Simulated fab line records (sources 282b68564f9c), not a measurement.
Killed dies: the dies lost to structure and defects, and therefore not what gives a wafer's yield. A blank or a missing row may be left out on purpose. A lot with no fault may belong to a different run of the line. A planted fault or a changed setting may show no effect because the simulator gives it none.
Struck lot and sound lot, side by side    flow rit-cmos    21 out of 202 route steps
Sound: these wafers, L639.1, L639.2, L639.4. Wafers struck: L649.1, L649.4, L649.6. The cause comes at the end.
At each step with rows: each side's tool, then ch and its chambers, then its first start. Under that, the readings that differ: sound wafers    struck wafers    difference of the means    sigmas: that difference in standard deviations of wafers without a fault.
alike: readings with means less than 2 such deviations apart, plus words and numbers identical on both sides. not compared: withheld readings, readings lacking a value on some wafer, bounds such as >300 that could conceal the same value, and numbers that have no deviation in the record and whose values overlap.
Wherever a step has rows on one side only, a row that says differs or no value, or a row with sigmas, the two part there. Numbers that have no deviation but don't overlap get no sigmas and don't part them. A reading missing from all wafers of one side parts the sides only when that side holds two or more wafers.

first, 1 step without rows for these wafers: RIT_CONTACT_HARDBAKE_10 (time 60 s).
RIT_CONTACT_ETCH_11: etches SiO2 in CHF3/CF4/Ar, stops on TiSi2, target depth 480 nm, time 320 s.
  sound on rie-diel-03 ch 0,2,3, day 5 09:11; struck on rie-diel-03 ch 0,2, day 7 05:37
  alike: CHF3_flow_sccm, O2_flow_sccm, drypump-motor-current-A, oes-product-au, throttle-valve-pct
  not compared: rf-hours-counter-h
RIT_CONTACT_STRIP_12: strips in O2, time 180 s.
  sound on plasma-asher-03 ch 0,1, day 5 09:23; struck on plasma-asher-02 ch 0,1, day 7 05:49
  alike: drypump-motor-current-A
  not compared: rf-hours-counter-h
RIT_CONTACT_CD_MEAS_90 targets a cd of 1000 nm.
  sound: cd-sem-01 at day 5 09:34; struck: cd-sem-02 at day 7 06:01
  alike: cd-nm
then, 2 steps without rows for these wafers: RIT_CONTACT_CLEAN_13 (cleans in SC1, time 600 s); RIT_CONTACT_CLEAN_14 (cleans in SC2, time 600 s).
RIT_M1_SPUTTER_00: material Al, target thk 400 nm, time 500 s.
  sound: pvd-sputter-03 at day 5 10:02; struck: pvd-sputter-01 at day 7 06:31
  alike: cathode-dc-power-W, chamber-pressure-pa, throttle-valve-pct
RIT_M1_RS_MEAS_01: measurement is done with a four-point probe.
  sound: film-metro-04 at day 5 10:19; struck: film-metro-02 at day 7 06:48
  alike: M1_AL_RS
RIT_M1_THK_MEAS_02: measures by xrf.
  sound: film-metro-04 at day 5 10:26; struck: film-metro-02 at day 7 06:55
  alike: M1_AL_THK
then, 3 steps without rows for these wafers: RIT_M1_HMDS_03 (prime time 60 s); RIT_M1_COAT_04 (resist thk 1300 nm); RIT_M1_SOFTBAKE_05 (time 60 s).
RIT_M1_EXPOSE_06: exposes mask M12, target cd 2600 nm.
  sound on iline-stepper-02 ch 0, day 5 11:04; struck on iline-stepper-01 ch 0, day 7 07:34
reading               sound                 struck                difference  sigmas
exposure-dose-mJ-cm2  250.00 250.12 250.13  236.85 236.76 236.56  -13.36      -53
  alike: mask
then, 2 steps without rows for these wafers: RIT_M1_PEB_07; RIT_M1_DEVELOP_08 (develop time 68 s).
RIT_M1_CD_MEAS_09 targets a cd of 2600 nm.
  sound: cd-sem-02 at day 5 11:30; struck: cd-sem-02 at day 7 08:05
reading     sound                 struck                difference  sigmas
cd-nm (nm)  2598.9 2598.7 2600.6  2615.5 2615.4 2614.5  +15.7       +7
RIT_M1_OVL_MEAS_10:
  sound: overlay-01 at day 5 11:37; struck: overlay-02 at day 7 08:13
  alike: M1_OVL
then, 1 step without rows for these wafers: RIT_M1_HARDBAKE_11 (time 120 s).
RIT_M1_METAL_ETCH_12: etches Al in Cl2/BCl3, stops on SiO2, time 165 s, target depth 600 nm.
  sound on rie-metal-01 ch 0,1, day 5 11:55; struck on rie-metal-04 ch 0,1, day 7 08:30
reading              sound           struck          difference  sigmas
model.M1.cd-nm (nm)  2598 2597 2600  2615 2614 2613  +16         
  alike: drypump-motor-current-A, he-backside-leak-sccm, oes-product-au, throttle-valve-pct
  not compared: rf-hours-counter-h
then, 1 step without rows for these wafers: RIT_M1_STRIP_13 (strips in nmp, time 600 s).
RIT_M1_PROBE_99:
  sound: prober-02 at day 5 14:10; struck: prober-02 at day 7 10:45
reading                       sound           struck          difference  sigmas
model.etest.m1.width-nm (nm)  2594 2597 2604  2617 2610 2614  +15         
  alike: defect-limited-yield, killed-at-contacts, killed-at-front-end, killed-dies, killed-open, killed-short, sort_bin_3_pad_short, sort_bin_5_function, sort_bin_6_memory, sort-n-pass, sort-yield-pct

== WHERE THEY PART ==
Last at RIT_M1_CD_MEAS_09 as far as this record goes, first at RIT_M1_EXPOSE_06. Later steps at which nothing parts them and some readings are alike: RIT_M1_OVL_MEAS_10, RIT_M1_METAL_ETCH_12, RIT_M1_PROBE_99.

WHY: whatever the simulator had introduced
Drift in process parameters on iline-stepper-01 at RIT_M1_EXPOSE_06, starting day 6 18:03. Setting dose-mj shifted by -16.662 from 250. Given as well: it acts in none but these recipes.
